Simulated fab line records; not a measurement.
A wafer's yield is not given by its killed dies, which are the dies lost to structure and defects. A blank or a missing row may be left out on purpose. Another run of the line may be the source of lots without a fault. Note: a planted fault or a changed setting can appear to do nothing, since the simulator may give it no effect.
Comparing a struck lot with a sound one / flow ritCmos / 17 out of 202 route steps
Sound: the wafers L382.3, L382.4, L382.5. Struck: wafers L391.3, L391.4, L391.5. At the end, the cause is stated.
Each step with rows lists, per side, the tool, then ch with its chambers, then its first start. Under that, the readings that differ: sound wafers / struck wafers / difference of the means / sigmas: that difference in standard deviations of wafers without a fault.
alike: readings whose means differ by less than 2 such deviations, and words and numbers that are the same on both sides. not compared: withheld readings, readings that some wafer has no value for, bounds like >300 that may hide the same value, and numbers for which the record gives no deviation and whose values overlap.
Wherever a step has rows on one side only, a row that says differs or no value, or a row with sigmas, the two part there. Numbers that have no deviation but don't overlap get no sigmas and don't part them. A reading missing from all wafers of one side parts the sides only when that side holds two or more wafers.

first, 2 steps without rows for these wafers: RIT_NRETRO_HARDBAKE_07 (time 120 s); RIT_NRETRO_IMPLANT_08.
RIT_NRETRO_STRIP_09: strips in O2, time 180 s.
  sound on plasmaAsher-01 ch 0,1, day 4 00:34; struck on plasmaAsher-04 ch 0,1, day 5 18:18
  alike: drypumpMotorCurrentA
  not compared: rfHoursCounterH
RIT_NRETRO_TW_MEAS_10:
  sound on filmMetro-04, day 4 00:42; struck on filmMetro-02, day 5 18:26
  alike: NRETRO_TW
then, 6 steps without rows for these wafers: RIT_PRETRO_HMDS_00 (prime time 60 s); RIT_PRETRO_COAT_01 (resist thk 1300 nm); RIT_PRETRO_SOFTBAKE_02 (time 60 s); RIT_PRETRO_EXPOSE_03 (exposes mask M5, target cd 43700 nm); RIT_PRETRO_PEB_04; RIT_PRETRO_DEVELOP_05 (develop time 68 s).
RIT_PRETRO_OVL_MEAS_06:
  sound on overlay-01, day 4 01:38; struck on overlay-02, day 5 19:29
  alike: PRETRO_OVL
then, 1 step without rows for these wafers: RIT_PRETRO_HARDBAKE_07 (time 120 s).
RIT_PRETRO_IMPLANT_08:
  sound on implanter-04 ch 0, day 4 01:58; struck on implanter-02 ch 0, day 5 19:49
reading=beamEnergyKeV; sound=45.008 44.979 45.002; struck=60.754 60.736 60.755; difference=+15.752; sigmas=+99 or more
reading=model.implant.rpNm (nm); sound=146.9 146.9 146.9; struck=190.4 190.4 190.4; difference=+43.5; sigmas=
reading=model.implant.drpNm (nm); sound=55.07 55.07 55.07; struck=65.12 65.12 65.12; difference=+10.05; sigmas=
RIT_PRETRO_STRIP_09: strips in O2, time 180 s.
  sound on plasmaAsher-01 ch 0,1, day 4 02:08; struck on plasmaAsher-01 ch 0,1, day 5 19:58
  alike: drypumpMotorCurrentA
  not compared: rfHoursCounterH
RIT_PRETRO_TW_MEAS_10:
  sound on filmMetro-01, day 4 02:16; struck on filmMetro-01, day 5 20:07
reading=PRETRO_TW; sound=469.2 472.3 469.8; struck=487.4 487.9 485.2; difference=+16.4; sigmas=+6
then, 1 step without rows for these wafers: RIT_GATE_WET_ETCH_00 (etches SiO2 in BOE, target depth 56 nm, time 60 s).
RIT_M1_PROBE_99:
  sound on prober-01, day 5 05:05; struck on prober-02, day 7 00:36
reading=killedAtContacts; sound=0 0 0; struck=1 0 1; difference=+1; sigmas=+2
reading=model.etest.nmos_0p3.rOnOhmUm; sound=2164 2160 2166; struck=2005 1996 1984; difference=-168; sigmas=
reading=model.etest.nmos_0p15.rOnOhmUm; sound=1131 1132 1141; struck=1056 1079 1040; difference=-76; sigmas=
reading=model.etest.nmosTurned.driveUaUm; sound=327.9 318.8 323.9; struck=375.8 379.6 385.7; difference=+56.8; sigmas=
reading=model.etest.nmos_0p15.driveUaUm; sound=469 479.3 469.7; struck=521.8 518.6 520.9; difference=+47.8; sigmas=
reading=model.etest.nmosNarrow.driveUaUm; sound=225.8 226.9 220.4; struck=263.1 267.1 260.7; difference=+39.3; sigmas=
reading=model.etest.nmos_0p3.driveUaUm; sound=227.9 229.2 226.6; struck=261.5 258.7 254.2; difference=+30.2; sigmas=
reading=model.etest.retroEdgeNmos.offLog10AUm; sound=-9.752 -9.653 -9.858; struck=-8.63 -8.509 -8.512; difference=+1.20; sigmas=
reading=model.etest.nmos_0p15.offLog10AUm; sound=-9.99 -9.942 -10.04; struck=-8.771 -8.675 -8.598; difference=+1.309; sigmas=
  alike: killedAtFrontEnd, killedDies, killedOpen, killedShort

WHERE THEY PART
Last at RIT_M1_PROBE_99 as far as this record goes, first at RIT_PRETRO_IMPLANT_08.

WHY: what had been put in by the simulator
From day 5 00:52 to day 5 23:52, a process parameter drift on implanter-02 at RIT_PRETRO_IMPLANT_08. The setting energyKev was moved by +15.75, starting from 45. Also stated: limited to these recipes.
